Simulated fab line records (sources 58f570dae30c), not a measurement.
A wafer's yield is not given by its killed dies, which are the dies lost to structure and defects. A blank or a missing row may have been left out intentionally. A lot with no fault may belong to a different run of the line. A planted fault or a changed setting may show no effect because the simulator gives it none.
A lot that was struck, set against a sound lot :: flow berkeley_cmos170 :: 44 steps out of a route of 331
Sound: these wafers, L940.1, L940.2, L940.5. Struck: wafers L954.1, L954.2, L954.4. Last of all comes the cause.
For every step that has rows: the tool of each side, followed by ch and its chambers, followed by its first start. Under that, the readings that differ: sound wafers :: struck wafers :: difference of the means :: sigmas: that difference in standard deviations of wafers without a fault.
alike: same words and numbers on both sides, and readings whose means sit less than 2 such deviations apart. not compared: any withheld reading, any reading some wafer has no value for, any bound like >300 that may hide the same value, and any number with overlapping values for which the record gives no deviation.
Wherever a step has rows on one side only, a row that says differs or no value, or a row with sigmas, the two part there. Numbers that have no deviation but don't overlap get no sigmas and don't part them. A reading that every wafer of one side lacks parts them only if that side has two wafers or more.

first, 7 steps without rows for these wafers: UCB170_ACTIVE_CLEAN_17 (cleans in SPM, time 600 s); UCB170_PFIELD_HMDS_00 (prime time 60 s); UCB170_PFIELD_COAT_01 (resist thk 900 nm); UCB170_PFIELD_SOFTBAKE_02 (time 60 s); UCB170_PFIELD_EXPOSE_03 (exposes mask PFIELD, target cd 1500 nm); UCB170_PFIELD_PEB_04; UCB170_PFIELD_DEVELOP_05 (develop time 45 s).
UCB170_PFIELD_OVL_MEAS_06:
  sound on overlay-01 at day 4 09:40; struck on overlay-02 at day 7 15:34
reading: PFIELD_OVL (nm)
sound: -12 -6 -11
struck: 6 3 2
difference: +13
sigmas: +2
then, 1 step without rows for these wafers: UCB170_PFIELD_IMPLANT_07.
UCB170_PFIELD_STRIP_08: strips in O2.
  sound on plasma_asher-01 ch 0,1, day 4 09:50; struck on plasma_asher-01 ch 0,1, day 7 15:44
reading: o2_flow_sccm (sccm)
sound: 401.4 401.7 402.1
struck: 398.7 399.4 399.0
difference: -2.7
sigmas: -2
  alike: drypump_motor_current_A, oes_product_au, strip_time_to_endpoint_s
  not compared: rf_hours_counter_h
UCB170_PFIELD_TW_MEAS_09:
  sound on film_metro-04 at day 4 09:56; struck on film_metro-01 at day 7 15:50
  alike: PFIELD_TW
then, 1 step without rows for these wafers: UCB170_FIELD_CLEAN_00 (cleans in dHF, time 7.5 s).
UCB170_FIELD_OXIDATION_01: target thk 558.3 nm, ox time 7200 s.
  sound on furnace-04 ch 0, day 4 11:51; struck on furnace-04 ch 0, day 7 19:46
UCB170_FIELD_THK_MEAS_02:
  sound on film_metro-01 at day 4 14:51; struck on film_metro-01 at day 7 22:54
reading: FIELD_OXIDE_THK (nm)
sound: 552 551 539
struck: 868 890 881
difference: +332
sigmas: +28
then, 1 step without rows for these wafers: UCB170_FIELD_ANNEAL_03 (time 1200 s).
UCB170_FIELD_WET_ETCH_04: etches SiO2 in dHF, time 60 s.
  sound on wet_bench-03 ch 1, day 4 16:47; struck on wet_bench-01 ch 1, day 8 01:11
reading: model.SiO2_of_FIELD_OXIDATION_01.thk_nm (nm)
sound: 518.6 517.4 505.3
struck: 834.6 856.7 847.8
difference: +332.6
sigmas: 
  alike: bath_heat_duty_pct
then, 1 step without rows for these wafers: UCB170_FIELD_WET_ETCH_05 (etches Si3N4 in H3PO4, time 12600 s).
UCB170_FIELD_WET_ETCH_06: etches SiO2 in BOE, time 22 s.
  sound on wet_bench-03 ch 2, day 4 20:58; struck on wet_bench-03 ch 2, day 8 05:40
reading: model.SiO2_of_FIELD_OXIDATION_01.thk_nm (nm)
sound: 436.6 435.2 423.3
struck: 752.1 773.8 764.9
difference: +331.9
sigmas: 
  alike: bath_heat_duty_pct
UCB170_FIELD_THK_MEAS_90:
  sound on film_metro-01 at day 4 20:59; struck on film_metro-02 at day 8 05:40
reading: FIELD_OXIDE_LEFT_1_THK (nm)
sound: 437 436 423
struck: 752 774 765
difference: +332
sigmas: +28
then, 2 steps without rows for these wafers: UCB170_SACOX_CLEAN_00 (cleans in dHF, time 7.5 s); UCB170_SACOX_OXIDATION_01 (target thk 14.4 nm, ox time 2400 s).
UCB170_SACOX_THK_MEAS_02:
  sound on film_metro-04 at day 4 23:36; struck on film_metro-04 at day 8 08:02
  alike: SACOX_OXIDE_THK
then, 2 steps without rows for these wafers: UCB170_SCREENOX_WET_ETCH_00 (etches SiO2 in dHF, time 200 s); UCB170_SCREENOX_OXIDATION_01 (target thk 14.4 nm, ox time 2400 s).
UCB170_SCREENOX_THK_MEAS_02:
  sound on film_metro-03 at day 5 05:59; struck on film_metro-01 at day 8 10:22
  alike: SCREENOX_OXIDE_THK
then, 7 steps without rows for these wafers: UCB170_SCREENOX_ANNEAL_03 (time 900 s); UCB170_NVT_HMDS_00 (prime time 60 s); UCB170_NVT_COAT_01 (resist thk 900 nm); UCB170_NVT_SOFTBAKE_02 (time 60 s); UCB170_NVT_EXPOSE_03 (exposes mask PWELL, target cd 3000 nm); UCB170_NVT_PEB_04; UCB170_NVT_DEVELOP_05 (develop time 45 s).
UCB170_NVT_OVL_MEAS_06:
  sound on overlay-02 at day 5 10:11; struck on overlay-02 at day 8 15:25
  alike: NVT_OVL
then, 1 step without rows for these wafers: UCB170_NVT_IMPLANT_07.
UCB170_NVT_STRIP_08: strips in O2.
  sound on plasma_asher-03 ch 0,1, day 5 10:22; struck on plasma_asher-04 ch 0,1, day 8 15:35
reading: strip_time_to_endpoint_s (s)
sound: 21.74 21.68 21.75
struck: 21.57 21.57 21.59
difference: -0.15
sigmas: -2
  alike: drypump_motor_current_A, o2_flow_sccm, oes_product_au
  not compared: rf_hours_counter_h
UCB170_NVT_TW_MEAS_09:
  sound on film_metro-04 at day 5 10:29; struck on film_metro-01 at day 8 15:41
  alike: NVT_TW
then, 6 steps without rows for these wafers: UCB170_NVT_CLEAN_10 (cleans in SPM, time 600 s); UCB170_PVT_HMDS_00 (prime time 60 s); UCB170_PVT_COAT_01 (resist thk 900 nm); UCB170_PVT_SOFTBAKE_02 (time 60 s); UCB170_PVT_EXPOSE_03 (exposes mask NWELL, target cd 3000 nm); UCB170_PVT_PEB_04.
UCB170_FIELD_THK_MEAS_91:
  sound on film_metro-01 at day 5 13:34; struck on film_metro-02 at day 8 18:53
reading: FIELD_OXIDE_LEFT_2_THK (nm)
sound: 348 347 334
struck: 664 685 677
difference: +332
sigmas: +28
-- the record jumps here: 2 days lie between the struck wafers' starts before and after (it left off in module FIELD and takes up again in module M3, whose first step shown is number 331 of the route) --
UCB170_M3_PROBE_99:
  rows exist in the record for the struck wafers here (prober-01, day 10 19:40), but not for the sound ones

== WHERE THEY PART ==
First at UCB170_PFIELD_OVL_MEAS_06; last, within this record, at UCB170_M3_PROBE_99.

WHY: whatever the simulator had introduced
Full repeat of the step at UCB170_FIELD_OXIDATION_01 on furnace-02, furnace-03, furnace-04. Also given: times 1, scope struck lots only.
